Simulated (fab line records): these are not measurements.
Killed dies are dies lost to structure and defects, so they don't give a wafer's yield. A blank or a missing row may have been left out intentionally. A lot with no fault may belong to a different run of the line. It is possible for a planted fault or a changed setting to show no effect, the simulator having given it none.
Which tool is to blame? / flow berkeley-cmos170 / 42 wafers from 14 lots sampled at 4 of the route's 331 steps

## WHAT THE GAUGES SHOWED, per wafer
UCB170_NWELL_OVL_MEAS_12.
lot=L249; measured=day 2 07:01; on=overlay-01; NWELL_OVL (nm)=5 3 -2
lot=L250; measured=day 2 17:26; on=overlay-02; NWELL_OVL (nm)=1 1 4
lot=L255; measured=day 3 09:19; on=overlay-02; NWELL_OVL (nm)=4 3 5
lot=L257; measured=day 3 22:03; on=overlay-01; NWELL_OVL (nm)=6 6 0
lot=L258; measured=day 4 01:05; on=overlay-02; NWELL_OVL (nm)=10 3 16
lot=L260; measured=day 4 13:11; on=overlay-02; NWELL_OVL (nm)=10 14 9
lot=L261; measured=day 4 13:17; on=overlay-01; NWELL_OVL (nm)=6 -3 10
lot=L263; measured=day 5 07:15; on=overlay-01; NWELL_OVL (nm)=1 2 -3
lot=L264; measured=day 5 12:02; on=overlay-01; NWELL_OVL (nm)=0 -8 6
lot=L266; measured=day 5 16:27; on=overlay-02; NWELL_OVL (nm)=-1 7 4
lot=L267; measured=day 5 20:47; on=overlay-02; NWELL_OVL (nm)=10 3 1
lot=L270; measured=day 6 14:29; on=overlay-01; NWELL_OVL (nm)=4 9 12
lot=L271; measured=day 6 23:01; on=overlay-02; NWELL_OVL (nm)=0 -1 -3
lot=L272; measured=day 7 06:08; on=overlay-02; NWELL_OVL (nm)=3 5 6

UCB170_WELLDRIVE_THK_MEAS_02.
lot=L249; measured=day 3 13:42; on=film-metro-04; WELLDRIVE_OXIDE_THK (nm)=198 199 200
lot=L250; measured=day 3 23:46; on=film-metro-03; WELLDRIVE_OXIDE_THK (nm)=201 201 203
lot=L255; measured=day 4 11:34; on=film-metro-04; WELLDRIVE_OXIDE_THK (nm)=204 202 202
lot=L257; measured=day 5 05:48; on=film-metro-02; WELLDRIVE_OXIDE_THK (nm)=198 198 199
lot=L258; measured=day 5 05:50; on=film-metro-04; WELLDRIVE_OXIDE_THK (nm)=198 194 196
lot=L260; measured=day 5 17:41; on=film-metro-04; WELLDRIVE_OXIDE_THK (nm)=196 197 201
lot=L261; measured=day 5 17:41; on=film-metro-02; WELLDRIVE_OXIDE_THK (nm)=196 195 195
lot=L263; measured=day 6 12:16; on=film-metro-03; WELLDRIVE_OXIDE_THK (nm)=180 181 184
lot=L264; measured=day 6 12:16; on=film-metro-04; WELLDRIVE_OXIDE_THK (nm)=178 183 181
lot=L266; measured=day 6 23:58; on=film-metro-03; WELLDRIVE_OXIDE_THK (nm)=197 196 196
lot=L267; measured=day 6 23:58; on=film-metro-04; WELLDRIVE_OXIDE_THK (nm)=197 196 194
lot=L270; measured=day 7 22:21; on=film-metro-04; WELLDRIVE_OXIDE_THK (nm)=197 196 197
lot=L271; measured=day 8 07:13; on=film-metro-04; WELLDRIVE_OXIDE_THK (nm)=195 194 192
lot=L272; measured=day 8 11:44; on=film-metro-03; WELLDRIVE_OXIDE_THK (nm)=196 195 198

UCB170_ACTIVE_OVL_MEAS_14.
lot=L249; measured=day 4 04:53; on=overlay-01; ACTIVE_OVL (nm)=5 -8 2
lot=L250; measured=day 4 16:29; on=overlay-01; ACTIVE_OVL (nm)=-2 -3 -5
lot=L255; measured=day 5 03:39; on=overlay-01; ACTIVE_OVL (nm)=-5 3 -2
lot=L257; measured=day 5 21:35; on=overlay-01; ACTIVE_OVL (nm)=0 -6 1
lot=L258; measured=day 5 21:13; on=overlay-01; ACTIVE_OVL (nm)=-2 -2 -8
lot=L260; measured=day 6 09:44; on=overlay-01; ACTIVE_OVL (nm)=1 -7 -6
lot=L261; measured=day 6 09:28; on=overlay-02; ACTIVE_OVL (nm)=1 6 0
lot=L263; measured=day 7 09:47; on=overlay-01; ACTIVE_OVL (nm)=-5 6 6
lot=L264; measured=day 7 10:17; on=overlay-01; ACTIVE_OVL (nm)=-10 -5 -11
lot=L266; measured=day 7 16:34; on=overlay-01; ACTIVE_OVL (nm)=-13 -5 -2
lot=L267; measured=day 7 16:48; on=overlay-02; ACTIVE_OVL (nm)=8 3 8
lot=L270; measured=day 8 16:08; on=overlay-01; ACTIVE_OVL (nm)=-7 -2 1
lot=L271; measured=day 8 21:41; on=overlay-02; ACTIVE_OVL (nm)=1 0 7
lot=L272; measured=day 9 03:52; on=overlay-02; ACTIVE_OVL (nm)=-5 4 6

## WHICH TOOL RAN EACH LOT (tool, then ch and the chambers of the sampled wafers, then the start)
lot=L249; UCB170_WELLDRIVE_OXIDATION_01=furnace-02 ch 0, day 3 10:12
lot=L250; UCB170_WELLDRIVE_OXIDATION_01=furnace-04 ch 0, day 3 20:16
lot=L255; UCB170_WELLDRIVE_OXIDATION_01=furnace-02 ch 0, day 4 08:02
lot=L257; UCB170_WELLDRIVE_OXIDATION_01=furnace-04 ch 0, day 5 02:18
lot=L258; UCB170_WELLDRIVE_OXIDATION_01=furnace-04 ch 0, day 5 02:18
lot=L260; UCB170_WELLDRIVE_OXIDATION_01=furnace-02 ch 0, day 5 14:10
lot=L261; UCB170_WELLDRIVE_OXIDATION_01=furnace-02 ch 0, day 5 14:10
lot=L263; UCB170_WELLDRIVE_OXIDATION_01=furnace-02 ch 0, day 6 08:46
lot=L264; UCB170_WELLDRIVE_OXIDATION_01=furnace-02 ch 0, day 6 08:46
lot=L266; UCB170_WELLDRIVE_OXIDATION_01=furnace-04 ch 0, day 6 20:28
lot=L267; UCB170_WELLDRIVE_OXIDATION_01=furnace-04 ch 0, day 6 20:28
lot=L270; UCB170_WELLDRIVE_OXIDATION_01=furnace-04 ch 0, day 7 18:51
lot=L271; UCB170_WELLDRIVE_OXIDATION_01=furnace-04 ch 0, day 8 03:42
lot=L272; UCB170_WELLDRIVE_OXIDATION_01=furnace-03 ch 0, day 8 08:13
- UCB170_WELLDRIVE_OXIDATION_01: target thk 199 nm, ox time 9000 s.

## WHAT THE TOOLS THEMSELVES READ (means of the sampled wafers that have a number; where no wafer has one, the mark that the record gives instead)
UCB170_WELLDRIVE_OXIDATION_01.
lot=L249; tool=furnace-02; spike-tc-centre-C (C)=1100.8; spike-tc-load-C (C)=1128.6; spike-tc-source-C (C)=1125.6
lot=L250; tool=furnace-04; spike-tc-centre-C (C)=1102.4; spike-tc-load-C (C)=1134.4; spike-tc-source-C (C)=1125.3
lot=L255; tool=furnace-02; spike-tc-centre-C (C)=1101.2; spike-tc-load-C (C)=1127.0; spike-tc-source-C (C)=1126.0
lot=L257; tool=furnace-04; spike-tc-centre-C (C)=1103.3; spike-tc-load-C (C)=1132.4; spike-tc-source-C (C)=1124.7
lot=L258; tool=furnace-04; spike-tc-centre-C (C)=1102.6; spike-tc-load-C (C)=1133.7; spike-tc-source-C (C)=1125.1
lot=L260; tool=furnace-02; spike-tc-centre-C (C)=1100.8; spike-tc-load-C (C)=1128.9; spike-tc-source-C (C)=1125.5
lot=L261; tool=furnace-02; spike-tc-centre-C (C)=1101.1; spike-tc-load-C (C)=1129.0; spike-tc-source-C (C)=1124.1
lot=L263; tool=furnace-02; spike-tc-centre-C (C)=1086.2; spike-tc-load-C (C)=1111.3; spike-tc-source-C (C)=1108.1
lot=L264; tool=furnace-02; spike-tc-centre-C (C)=1084.7; spike-tc-load-C (C)=1112.1; spike-tc-source-C (C)=1110.1
lot=L266; tool=furnace-04; spike-tc-centre-C (C)=1103.5; spike-tc-load-C (C)=1133.5; spike-tc-source-C (C)=1124.8
lot=L267; tool=furnace-04; spike-tc-centre-C (C)=1103.1; spike-tc-load-C (C)=1133.8; spike-tc-source-C (C)=1126.0
lot=L270; tool=furnace-04; spike-tc-centre-C (C)=1103.1; spike-tc-load-C (C)=1133.5; spike-tc-source-C (C)=1125.1
lot=L271; tool=furnace-04; spike-tc-centre-C (C)=1103.5; spike-tc-load-C (C)=1133.5; spike-tc-source-C (C)=1125.3
lot=L272; tool=furnace-03; spike-tc-centre-C (C)=1101.7; spike-tc-load-C (C)=1128.2; spike-tc-source-C (C)=1126.2

## THE ANSWER, worked out from the rows above alone
Rule: usual is defined by the lots themselves. The widest of any qualifying gaps counts: lots, ordered by their means at a reading, are off when they make up no more than a third of the lots, leave a main group of 4 or more, and stand apart from it by 3 or more times the standard deviation of that group's means. If all means in a main group match to the digits the tables above print for the reading, that group is not used. Also off: a lot with no number at a reading for which 4 or more lots have one. All remaining lots with rows at the step are treated as sound. Order of review: gauges by route order, followed by the tools' own readings, for which a lot's mean as printed above is used. The first step at which some lot is off is used, and at that step the reading that is off furthest; a lot without a number counts as furthest.
Off: L263, L264, seen at UCB170_WELLDRIVE_THK_MEAS_02 (WELLDRIVE_OXIDE_THK). For the main group the mean is 197 nm and the standard deviation 2.5.
A tool fits if, at a process step before that reading, it ran every lot that is off, and no sound lot after the first of them. The gauges at UCB170_WELLDRIVE_THK_MEAS_02 aren't tried: what is off there is off at UCB170_WELLDRIVE_OXIDATION_01 too, on other tools, and a gauge's error can't cause that. One fits: UCB170_WELLDRIVE_OXIDATION_01 on furnace-02. Its last sound lot is L260 (day 5 14:10), its first lot that is off L263 (day 6 08:46): a fault that began between those two fits.
The tool's own readings at UCB170_WELLDRIVE_OXIDATION_01 bear it out: on the lots that are off they differ by more than 5 times the standard deviation of the sound lots' means. spike-tc-centre-C reads 1085.5 C there against 1102.3 C on the sound lots; spike-tc-load-C reads 1111.7 C there against 1131.4 C on the sound lots; spike-tc-source-C reads 1109.1 C there against 1125.3 C on the sound lots.

## WHAT HAD BEEN PUT IN BY THE SIMULATOR
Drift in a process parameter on furnace-02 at UCB170_WELLDRIVE_OXIDATION_01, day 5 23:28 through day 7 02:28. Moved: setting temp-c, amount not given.
Struck lots among those shown: L263, L264. The rule above found the same.
